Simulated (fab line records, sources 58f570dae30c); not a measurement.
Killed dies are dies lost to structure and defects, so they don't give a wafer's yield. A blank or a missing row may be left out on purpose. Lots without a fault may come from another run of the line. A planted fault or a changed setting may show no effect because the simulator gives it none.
Problem report in the 8D (eight disciplines) form, filled by code | flow berkeley_cmos170 | the parts of the form that need people (team, actions taken, sign-off) are left out

1. THE PROBLEM
NVT_TW at UCB170_NVT_TW_MEAS_09 reads a mean of 30.0 on 9 wafers of 3 lots; wafers without a fault read 525.1 with a standard deviation of 2.4. That is -99 or more standard deviations from the usual mean.
First seen on wafer L855.1, day 10 06:59, on film_metro-01. The record holds 45 wafers of 15 lots with a number at this step. Rule for "out", or "out of limits": more than 4 standard deviations from the usual mean. The other wafers with a number count as sound.

2. WHAT IT IS AND WHAT IT IS NOT
question                    | is                           | is not
which readings at this step | NVT_TW                       | -
which lots                  | L854, L855, L856             | L833, L834, L835, L836, L837, L838, L840, L843, L845, L846, L852, L853
which wafers of those lots  | all that have a number       | -
read on which gauges        | film_metro-01, film_metro-03 | film_metro-02
when                        | from day 10 06:59            | up to then (36 sound wafers)

3. SUSPECTS, AND WHAT RULES EACH OUT
Counting: a tool at a process step up to the reading stays a suspect if it ran every lot that is out and no sound lot after the first of them.
- the gauge at UCB170_NVT_TW_MEAS_09: ruled out. The wafers that are out were read on 2 gauges (film_metro-01, film_metro-03).
- litho_track-01 at UCB170_NVT_DEVELOP_05 (develop time 45 s): kept. It ran every lot that is out, first L855 (day 10 06:00), and no sound lot after that; its last sound lot up to then is L853 (day 9 23:00).
Left after counting: litho_track-01 at UCB170_NVT_DEVELOP_05.

4. THE CAUSE (what the simulator had put in)
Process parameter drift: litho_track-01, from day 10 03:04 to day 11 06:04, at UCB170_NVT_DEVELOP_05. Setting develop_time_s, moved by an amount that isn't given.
Counting left only this tool.

5. THE CHAIN OF EFFECTS, in route order
Each row: a reading whose mean over the struck wafers that have a number lies more than 3 standard deviations from the usual. Only readings for which the record gives a usual standard deviation are gone through. hours: the time from each lot's start at the first step in this table that gives one to its start at this step, as a median over the lots. sigmas: the change in usual standard deviations.
hours | step                  | reading | usual | on struck wafers | change | sigmas
0     | UCB170_NVT_TW_MEAS_09 | NVT_TW  | 525.1 | 30.0             | -495.1 | -99 or more
Later measuring or inspecting steps at which every struck wafer that the step has a row for has a number for every such reading, and none has moved that far: UCB170_CONTACT_CD_MEAS_15.

6. WHAT WOULD HAVE CAUGHT IT SOONER
In this record the first reading out of limits at a measuring or inspecting step was taken at day 10 06:59, 4 hours after the fault began at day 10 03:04.
Of the tool readings at UCB170_NVT_DEVELOP_05 for which the record gives a usual standard deviation, none was out on any struck wafer, so an alarm limit of 4 standard deviations on them would not have fired.
Of the lots that are out (3), L854 began UCB170_NVT_DEVELOP_05 on litho_track-01 after day 10 06:59. A hold on the tool at that time would have spared it.
